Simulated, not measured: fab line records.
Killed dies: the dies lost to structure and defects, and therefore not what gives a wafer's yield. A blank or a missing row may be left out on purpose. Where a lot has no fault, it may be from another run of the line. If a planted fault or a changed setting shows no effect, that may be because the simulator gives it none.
Split-lot experiment || flow berkeley-cmos170 || 23 wafers read from 5 lots, route of 331 steps

THE SPLIT ITSELF
At UCB170_PWELL_STRIP_16 (strips in O2), the setting overash-fraction was moved away from the recipe's 0.5 on 8 of the 23 wafers read, by +13.8% to +29.5%. This setting was run at the recipe's value on the other wafers.

The reading is taken at the split's own step.

THE READING
oes-product-au, in a.u., at UCB170_PWELL_STRIP_16 (strips in O2). Fault-free wafers of this fab line usually give 0.721 a.u., standard deviation 0.0045 a.u.

{"wafer": "L074.1", "tool, chamber at the split": "plasma-asher-02, 0", "overash-fraction as run": 0.5, "against the recipe": "recipe", "oes-product-au, a.u.": 0.720, "against lot-mates on the recipe": "-"}
{"wafer": "L074.2", "tool, chamber at the split": "plasma-asher-02, 1", "overash-fraction as run": 0.5, "against the recipe": "recipe", "oes-product-au, a.u.": 0.719, "against lot-mates on the recipe": "-"}
{"wafer": "L074.4", "tool, chamber at the split": "plasma-asher-02, 1", "overash-fraction as run": 0.5973, "against the recipe": "+19.5%", "oes-product-au, a.u.": 0.686, "against lot-mates on the recipe": -0.033}
{"wafer": "L074.5", "tool, chamber at the split": "plasma-asher-02, 1", "overash-fraction as run": 0.5973, "against the recipe": "+19.5%", "oes-product-au, a.u.": 0.695, "against lot-mates on the recipe": -0.025}
{"wafer": "L074.6", "tool, chamber at the split": "plasma-asher-02, 0", "overash-fraction as run": 0.5973, "against the recipe": "+19.5%", "oes-product-au, a.u.": 0.698, "against lot-mates on the recipe": -0.022}
{"wafer": "L082.2", "tool, chamber at the split": "plasma-asher-01, 0", "overash-fraction as run": 0.5, "against the recipe": "recipe", "oes-product-au, a.u.": 0.722, "against lot-mates on the recipe": "-"}
{"wafer": "L082.3", "tool, chamber at the split": "plasma-asher-01, 1", "overash-fraction as run": 0.5, "against the recipe": "recipe", "oes-product-au, a.u.": 0.721, "against lot-mates on the recipe": "-"}
{"wafer": "L082.4", "tool, chamber at the split": "plasma-asher-01, 0", "overash-fraction as run": 0.5, "against the recipe": "recipe", "oes-product-au, a.u.": 0.720, "against lot-mates on the recipe": "-"}
{"wafer": "L083.2", "tool, chamber at the split": "plasma-asher-01, 1", "overash-fraction as run": 0.5, "against the recipe": "recipe", "oes-product-au, a.u.": 0.722, "against lot-mates on the recipe": "-"}
{"wafer": "L083.3", "tool, chamber at the split": "plasma-asher-01, 0", "overash-fraction as run": 0.5692, "against the recipe": "+13.8%", "oes-product-au, a.u.": 0.705, "against lot-mates on the recipe": -0.016}
{"wafer": "L083.4", "tool, chamber at the split": "plasma-asher-01, 1", "overash-fraction as run": 0.5692, "against the recipe": "+13.8%", "oes-product-au, a.u.": 0.702, "against lot-mates on the recipe": -0.019}
{"wafer": "L083.5", "tool, chamber at the split": "plasma-asher-01, 1", "overash-fraction as run": 0.5692, "against the recipe": "+13.8%", "oes-product-au, a.u.": 0.697, "against lot-mates on the recipe": -0.024}
{"wafer": "L083.6", "tool, chamber at the split": "plasma-asher-01, 0", "overash-fraction as run": 0.5, "against the recipe": "recipe", "oes-product-au, a.u.": 0.720, "against lot-mates on the recipe": "-"}
{"wafer": "L084.1", "tool, chamber at the split": "plasma-asher-03, 1", "overash-fraction as run": 0.5, "against the recipe": "recipe", "oes-product-au, a.u.": 0.724, "against lot-mates on the recipe": "-"}
{"wafer": "L084.2", "tool, chamber at the split": "plasma-asher-03, 0", "overash-fraction as run": 0.6477, "against the recipe": "+29.5%", "oes-product-au, a.u.": 0.674, "against lot-mates on the recipe": -0.051}
{"wafer": "L084.3", "tool, chamber at the split": "plasma-asher-03, 0", "overash-fraction as run": 0.5, "against the recipe": "recipe", "oes-product-au, a.u.": 0.720, "against lot-mates on the recipe": "-"}
{"wafer": "L084.4", "tool, chamber at the split": "plasma-asher-03, 1", "overash-fraction as run": 0.6477, "against the recipe": "+29.5%", "oes-product-au, a.u.": 0.679, "against lot-mates on the recipe": -0.046}
{"wafer": "L084.5", "tool, chamber at the split": "plasma-asher-03, 0", "overash-fraction as run": 0.5, "against the recipe": "recipe", "oes-product-au, a.u.": 0.732, "against lot-mates on the recipe": "-"}
{"wafer": "L085.1", "tool, chamber at the split": "plasma-asher-03, 1", "overash-fraction as run": 0.5, "against the recipe": "recipe", "oes-product-au, a.u.": 0.725, "against lot-mates on the recipe": "-"}
{"wafer": "L085.3", "tool, chamber at the split": "plasma-asher-03, 0", "overash-fraction as run": 0.5, "against the recipe": "recipe", "oes-product-au, a.u.": 0.723, "against lot-mates on the recipe": "-"}
{"wafer": "L085.4", "tool, chamber at the split": "plasma-asher-03, 1", "overash-fraction as run": 0.5, "against the recipe": "recipe", "oes-product-au, a.u.": 0.718, "against lot-mates on the recipe": "-"}
{"wafer": "L085.5", "tool, chamber at the split": "plasma-asher-03, 0", "overash-fraction as run": 0.5, "against the recipe": "recipe", "oes-product-au, a.u.": 0.720, "against lot-mates on the recipe": "-"}
{"wafer": "L085.6", "tool, chamber at the split": "plasma-asher-03, 1", "overash-fraction as run": 0.5, "against the recipe": "recipe", "oes-product-au, a.u.": 0.724, "against lot-mates on the recipe": "-"}

FIT RESULTS
A straight line over all 23 wafers: oes-product-au changes by -0.00152 a.u. for each +1% of overash-fraction; r = -0.97; the points scatter about the line by 0.0037 a.u.
The same after taking each lot's own level away (the mean of its wafers on the recipe; 23 wafers): -0.00153 a.u. for each +1%; r = -0.97; scatter 0.0038 a.u.
On that fit, the largest move of overash-fraction shifts the reading by 0.045 a.u.
Across the lots, their own levels run from 0.7195 to 0.7253 a.u., a range of 1.3 times the standard deviation given above.
The two slopes agree, so the slope changes little with the lot-to-lot level.
Check: with one of the wafers moved furthest among these (+29.5%) left out of the fit, the line predicts -0.0427 a.u. for it against its lot-mates. Against them it came out at -0.0513 a.u.
Tool readings at the split's step, against how far the setting was moved: oes-product-au r = -0.97.

THE OTHER SPLITS THESE WAFERS WENT THROUGH
Other splits were also applied to these wafers ahead of the reading. Each is held against what the fit with the lots' levels taken away leaves over:
{"other split on the same wafers": "UCB170_START_OXIDATION_02 temp-c", "wafers away from the commonest value": 15, "r with oes-product-au (lot level and that fit taken away)": "+0.17"}
{"other split on the same wafers": "UCB170_NWELL_CVD_04 time-s", "wafers away from the commonest value": 18, "r with oes-product-au (lot level and that fit taken away)": -0.10}
{"other split on the same wafers": "UCB170_PWELL_OXIDATION_02 temp-c", "wafers away from the commonest value": 15, "r with oes-product-au (lot level and that fit taken away)": "+0.00"}

THE FILE'S OWN FIT
oes-product-au changes by -0.00155 a.u. for each +1% of overash-fraction, r = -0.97.
